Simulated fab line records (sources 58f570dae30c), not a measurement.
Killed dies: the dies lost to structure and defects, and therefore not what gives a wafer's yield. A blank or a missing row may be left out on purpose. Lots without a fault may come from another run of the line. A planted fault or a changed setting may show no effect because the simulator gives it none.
One fault seen from 2 desks	flow berkeley cmos170	numbers are kept per desk, each desk with only its own; the story behind them comes last

THE TOOL OWNER'S DESK: implanter-01
The tool's own readings at UCB170_NVT_IMPLANT_07: means of the sampled wafers that have a number, for each lot that ran on this tool. The brackets show how far a lot's mean lies from the usual mean; more than 4 standard deviations puts the lot out of limits, marked OUT.
Columns: A = beam on s at UCB170_NVT_IMPLANT_07, usual 10.02 s; B = dose ions cm2 at UCB170_NVT_IMPLANT_07, usual 3e+12; C = faraday current uA at UCB170_NVT_IMPLANT_07, usual 9.50; D = tilt deg at UCB170_NVT_IMPLANT_07, usual 7.006 degrees
lot	first seen here	A	B	C	D
L248	day 7 18:17	10.16	3e+12	9.33	7.001
L252	day 9 11:00	10.11	3e+12	9.38	7.022
L257	day 10 18:53	10.23	2e+12 (-99 or more) OUT	7.27 (-12) OUT	7.043
L260	day 11 17:14	10.13	2e+12 (-99 or more) OUT	7.34 (-12) OUT	6.982
This desk finds L257, L260 out of limits, L257 being first, at day 10 18:53 (dose ions cm2 at UCB170_NVT_IMPLANT_07). L248, L252 stayed within limits.

THE METROLOGY DESK
What the gauges read, lot by lot, whatever tool the lot ran on: means of the sampled wafers that have a number. The brackets show how far a lot's mean lies from the usual mean; more than 4 standard deviations puts the lot out of limits, marked OUT.
Columns: A = NVT_OVL at UCB170_NVT_OVL_MEAS_06, usual 0 nm; B = NVT_TW at UCB170_NVT_TW_MEAS_09, usual 523; C = PVT_OVL at UCB170_PVT_OVL_MEAS_06, usual -5 nm; D = FIELD_OXIDE_LEFT_2_THK at UCB170_FIELD_THK_MEAS_91, usual 349 nm
lot	first seen here	A	B	C	D
L244	day 7 00:20	3	517	-3	334
L247	day 7 17:55	-4	519	-7	361
L245	day 7 18:05	-5	522	1	362
L248	day 7 18:14	1	516	-2	345
L246	day 7 18:29	-6	527	-9	354
L250	day 8 18:39	-4	526	-8	346
L252	day 9 10:58	4	517	-4	349
L257	day 10 18:49	3	486 (-8.5) OUT	-4	363
L260	day 11 17:13	-1	488 (-8.0) OUT	1	348
L261	day 12 03:08	4	526	-9	340
L262	day 12 03:22	-7	520	-9	371
L263	day 12 12:47	1	526	-4	344
L266	day 12 20:40	6	525	-6	342
L265	day 12 20:56	-1	523	-14	347
This desk's finding: out of limits on L257, L260; first on L257, day 10 19:07 (NVT_TW at UCB170_NVT_TW_MEAS_09). L244, L247, L245, L248, L246, L250, L252, L261, L262, L263, L266, L265 stayed within limits.

PUT TOGETHER
An alarm could have come from the tool owner's desk at day 10 18:53, on L257, L260.
L257, L260 would have let the metrology desk raise an alarm at day 10 19:07.
Every lot named ran UCB170_NVT_IMPLANT_07 on implanter-01.

WHAT THE SIMULATOR HAD PUT IN
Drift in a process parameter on implanter-01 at UCB170_NVT_IMPLANT_07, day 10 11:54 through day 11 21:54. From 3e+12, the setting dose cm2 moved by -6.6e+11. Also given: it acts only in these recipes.
Lots struck among those shown: L257, L260.
Delay (hours) between the fault's onset and each desk's first out-of-limits reading: 7 at the tool owner's desk, 7 at the metrology desk.
